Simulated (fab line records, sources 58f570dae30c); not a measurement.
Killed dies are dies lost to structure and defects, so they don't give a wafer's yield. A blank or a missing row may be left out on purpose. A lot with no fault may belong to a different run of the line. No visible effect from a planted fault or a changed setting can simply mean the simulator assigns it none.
One fault seen from 2 desks || flow berkeley_cmos170 || what lay behind the numbers comes last; until then each desk has only its own

== FOR THE TOOL OWNER'S DESK: furnace-03 ==
The tool's own readings at UCB170_M1_ANNEAL_14 (time 1200 s): means of the sampled wafers that have a number, for each lot that ran on this tool. A lot is out of limits, marked OUT, if its mean lies more than 4 standard deviations from the usual mean; the brackets give that distance. 7 of its 8 readings are shown: the first one out of limits and those lying furthest out on some lot.
Columns: A = spike_tc_centre_C at UCB170_M1_ANNEAL_14, usual 404.4 C; B = spike_tc_load_C at UCB170_M1_ANNEAL_14, usual 417.7 C; C = spike_tc_source_C at UCB170_M1_ANNEAL_14, usual 414.2 C; D = tube_center_temp_C at UCB170_M1_ANNEAL_14, usual 400 C; E = tube_center_temp_C_max at UCB170_M1_ANNEAL_14, usual 401.04; F = zone_power_load_pct at UCB170_M1_ANNEAL_14, usual 5.82 %; G = zone_power_source_pct at UCB170_M1_ANNEAL_14, usual 5.75 %
{"lot": "L349", "first seen here": "day 8 01:53", "A": 403.9, "B": 417.7, "C": 414.3, "D": 400, "E": 400.98, "F": 5.84, "G": 5.74}
{"lot": "L350", "first seen here": "day 8 17:10", "A": 404.6, "B": 418.7, "C": 414.0, "D": 400, "E": 401.09, "F": 5.86, "G": 5.75}
{"lot": "L356", "first seen here": "day 10 01:18", "A": 404.5, "B": 418.9, "C": 414.4, "D": 400, "E": 401.09, "F": 5.78, "G": 5.79}
{"lot": "L360", "first seen here": "day 10 15:58", "A": 404.0, "B": 417.4, "C": 414.5, "D": 400, "E": 401.10, "F": 5.83, "G": 5.77}
{"lot": "L367", "first seen here": "day 12 04:31", "A": "293.7 (-99 or more) OUT", "B": "306.9 (-99 or more) OUT", "C": "302.8 (-99 or more) OUT", "D": "290 (-99 or more) OUT", "E": "291.10 (-99 or more) OUT", "F": "3.76 (-35) OUT", "G": "3.65 (-38) OUT"}
{"lot": "L365", "first seen here": "day 12 05:50", "A": "295.4 (-99 or more) OUT", "B": "307.0 (-99 or more) OUT", "C": "303.3 (-99 or more) OUT", "D": "290 (-99 or more) OUT", "E": "291.22 (-99 or more) OUT", "F": "3.78 (-35) OUT", "G": "3.64 (-38) OUT"}
{"lot": "L368", "first seen here": "day 12 07:10", "A": "294.8 (-99 or more) OUT", "B": "307.1 (-99 or more) OUT", "C": "302.9 (-99 or more) OUT", "D": "290 (-99 or more) OUT", "E": "291.09 (-99 or more) OUT", "F": "3.75 (-36) OUT", "G": "3.63 (-38) OUT"}
This desk's verdict: out of limits on L365, L367, L368, starting with L367 at day 12 04:31 (spike_tc_centre_C at UCB170_M1_ANNEAL_14). Within limits: L349, L350, L356, L360.

== THE METROLOGY DESK ==
What the gauges read for every lot (on any tool): the sampled wafers with a number, averaged. A lot is out of limits, marked OUT, if its mean lies more than 4 standard deviations from the usual mean; the brackets give that distance.
Columns: A = cd_nm at UCB170_M1_CD_MEAS_09, usual 700.5 nm; B = M1_OVL at UCB170_M1_OVL_MEAS_10, usual 6 nm; C = cd_nm at UCB170_M1_CD_MEAS_90, usual 701.1 nm
{"lot": "L349", "first seen here": "day 8 01:22", "A": 700.2, "B": -1, "C": 700.8}
{"lot": "L350", "first seen here": "day 8 10:47", "A": 702.3, "B": 10, "C": 702.6}
{"lot": "L356", "first seen here": "day 9 23:55", "A": 698.9, "B": 4, "C": 701.9}
{"lot": "L360", "first seen here": "day 10 14:53", "A": 701.5, "B": 10, "C": 699.8}
{"lot": "L367", "first seen here": "day 12 03:59", "A": 698.1, "B": 3, "C": 699.6}
{"lot": "L365", "first seen here": "day 12 04:09", "A": 699.6, "B": 4, "C": 701.4}
{"lot": "L368", "first seen here": "day 12 06:34", "A": 699.5, "B": 5, "C": 699.6}
This desk's finding: nothing out of limits on any of the 7 lots.

== ALL TOGETHER ==
An alarm could have come from the tool owner's desk at day 12 04:31, on L365, L367, L368.
From the metrology desk's view, nothing was out of limits.
The metrology desk holds a record of L365, L367, L368, inside its limits.
Of the lots named, all ran UCB170_M1_ANNEAL_14 on furnace-03.

== WHAT WAS PUT IN BY THE SIMULATOR ==
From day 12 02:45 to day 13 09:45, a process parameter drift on furnace-03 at UCB170_M1_ANNEAL_14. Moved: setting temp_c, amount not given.
Lots struck among those shown: L365, L367, L368.
Each desk's first reading out of limits, in hours after the fault started: the tool owner's desk, 2.
